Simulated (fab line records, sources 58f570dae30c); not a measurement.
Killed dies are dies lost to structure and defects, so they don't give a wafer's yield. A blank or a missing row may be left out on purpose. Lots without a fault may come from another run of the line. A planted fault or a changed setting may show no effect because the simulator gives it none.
A struck lot beside a sound one | flow berkeley_cmos170 | 14 steps out of a route of 331
Sound: wafers L936.1, L936.4, L936.6. Struck: wafers L940.2, L940.3, L940.6. The cause comes at the end.
At each step with rows: each side's tool, then ch and its chambers, then its first start. Under that, the readings that differ: sound wafers | struck wafers | difference of the means | sigmas: that difference in standard deviations of wafers without a fault.
alike: readings whose means differ by less than 2 such deviations, and words and numbers that are the same on both sides. not compared: withheld readings, readings that some wafer has no value for, bounds like >300 that may hide the same value, and numbers for which the record gives no deviation and whose values overlap.
The two part at a step that has a row with sigmas, a row that says differs or no value, or rows on one side only. Numbers that don't overlap but have no deviation are shown without sigmas and don't part them. A reading that every wafer of one side lacks parts them only if that side has two wafers or more.

UCB170_CONTACT_THK_MEAS_02:
  sound on film_metro-03, day 10 11:44; struck on film_metro-03, day 11 10:51
  alike: CONTACT_PSG_THK
then, 3 steps without rows for these wafers: UCB170_CONTACT_HMDS_03 (prime time 60 s); UCB170_CONTACT_COAT_04 (resist thk 900 nm); UCB170_CONTACT_SOFTBAKE_05 (time 60 s).
UCB170_CONTACT_STRIP_06: strips in O2.
  sound on plasma_asher-01 ch 0,1, day 10 12:14; struck on plasma_asher-04 ch 0,1, day 11 11:32
  alike: drypump_motor_current_A, oes_product_au, strip_time_to_endpoint_s
  not compared: rf_hours_counter_h
then, 1 step without rows for these wafers: UCB170_CONTACT_CLEAN_07 (cleans in SPM, time 600 s).
UCB170_CONTACT_RTA_08: time 10 s.
  sound on rtp_anneal-01 ch 0, day 10 12:40; struck on rtp_anneal-01 ch 0, day 11 11:51
  alike: chamber_o2_ppm, lamp_power_pct, wafer_temp_C_max
then, 5 steps without rows for these wafers: UCB170_CONTACT_COAT_09; UCB170_CONTACT_COAT_10 (resist thk 900 nm); UCB170_CONTACT_SOFTBAKE_11 (time 60 s); UCB170_CONTACT_EXPOSE_12 (exposes mask CONT, target cd 700 nm); UCB170_CONTACT_PEB_13.
UCB170_CONTACT_DEVELOP_14: develop time 45 s.
  sound on litho_track-03 ch 0, day 10 13:00; struck on litho_track-03, day 11 13:00
  no value came back on the struck wafers for chill_plate_temp_C (C), develop_time_s (s), developer_temp_C (C); on the sound wafers chill_plate_temp_C (C) reads 23.16 22.90 23.02
  reading                                  | sound             | struck            | difference | sigmas
  model.KrF_of_CONTACT_COAT_10.thk_nm (nm) | 890.3 889.1 888.3 | 904.7 905.3 905.4 | +15.9      |
UCB170_CONTACT_CD_MEAS_15: target cd 700 nm.
  sound on cd_sem-02, day 10 13:49; struck on cd_sem-02, day 11 13:20
  reading    | sound             | struck | difference                    | sigmas
  cd_nm (nm) | 698.1 697.7 698.6 | - - -  | no value on the struck wafers |

WHERE THEY PART
First at UCB170_CONTACT_DEVELOP_14; last, within this record, at UCB170_CONTACT_CD_MEAS_15.

WHY: what the simulator had put in
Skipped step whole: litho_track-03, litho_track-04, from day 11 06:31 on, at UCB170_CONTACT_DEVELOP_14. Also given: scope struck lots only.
